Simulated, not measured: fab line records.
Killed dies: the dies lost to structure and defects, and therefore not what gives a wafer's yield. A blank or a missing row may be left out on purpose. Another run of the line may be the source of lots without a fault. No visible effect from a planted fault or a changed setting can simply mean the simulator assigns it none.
Which tool is to blame?	flow ritCmos	Sampling: 7 lots, 21 wafers, 2 of 202 route steps

## WHAT THE GAUGES READ, wafer by wafer
RIT_SILICIDE_RS_MEAS_02: the measuring method here is four-point-probe.
lot	measured	on	SILICIDE_TI_RS (ohm/sq)
L634	day 3 08:32	filmMetro-03	48.9 47.2 49.3
L636	day 3 18:49	filmMetro-03	46.6 47.6 47.1
L638	day 4 03:37	filmMetro-01	49.4 48.2 47.4
L640	day 4 14:19	filmMetro-02	46.6 46.9 46.2
L647	day 6 00:16	filmMetro-02	47.7 49.1 29.9
L652	day 7 00:27	filmMetro-03	47.8 47.8 48.2
L656	day 7 23:33	filmMetro-03	47.7 48.2 48.0

## EACH LOT AND THE TOOL THAT RAN IT (in order: tool; ch and the chambers of the sampled wafers; start)
lot	RIT_SILICIDE_SPUTTER_01
L634	pvdSputter-02, day 3 08:20
L636	pvdSputter-02, day 3 18:39
L638	pvdSputter-02, day 4 03:28
L640	pvdSputter-02, day 4 14:07
L647	pvdSputter-02, day 6 00:07
L652	pvdSputter-03, day 7 00:18
L656	pvdSputter-03, day 7 23:24
- RIT_SILICIDE_SPUTTER_01: material Ti, target thk 30 nm, time 240 s.

## THE ANSWER, worked out from the rows above alone
Rule: what is usual is taken from the lots themselves. Put in order of their means at a reading, lots are off if they are a third of the lots or fewer, leave a main group of 4 or more, and stand apart from it by a gap of 3 or more times the standard deviation of the main group's means; of several such gaps the widest counts. If all means in a main group match to the digits the tables above print for the reading, that group is not used. Also off: a lot with no number at a reading for which 4 or more lots have one. The other lots that the step has rows for count as sound.
Off: L647, at RIT_SILICIDE_RS_MEAS_02 (SILICIDE_TI_RS). Mean 47.7 ohm/sq and standard deviation 0.68 in the main group.
If a tool, at a process step before that reading, ran all the lots that are off and no sound lot after the first of them, it fits. The gauges at RIT_SILICIDE_RS_MEAS_02 are tried like those tools. Can't be told from this: 2 tools fit, pvdSputter-02 at RIT_SILICIDE_SPUTTER_01, filmMetro-02 at RIT_SILICIDE_RS_MEAS_02.

## WHAT HAD BEEN PUT IN BY THE SIMULATOR
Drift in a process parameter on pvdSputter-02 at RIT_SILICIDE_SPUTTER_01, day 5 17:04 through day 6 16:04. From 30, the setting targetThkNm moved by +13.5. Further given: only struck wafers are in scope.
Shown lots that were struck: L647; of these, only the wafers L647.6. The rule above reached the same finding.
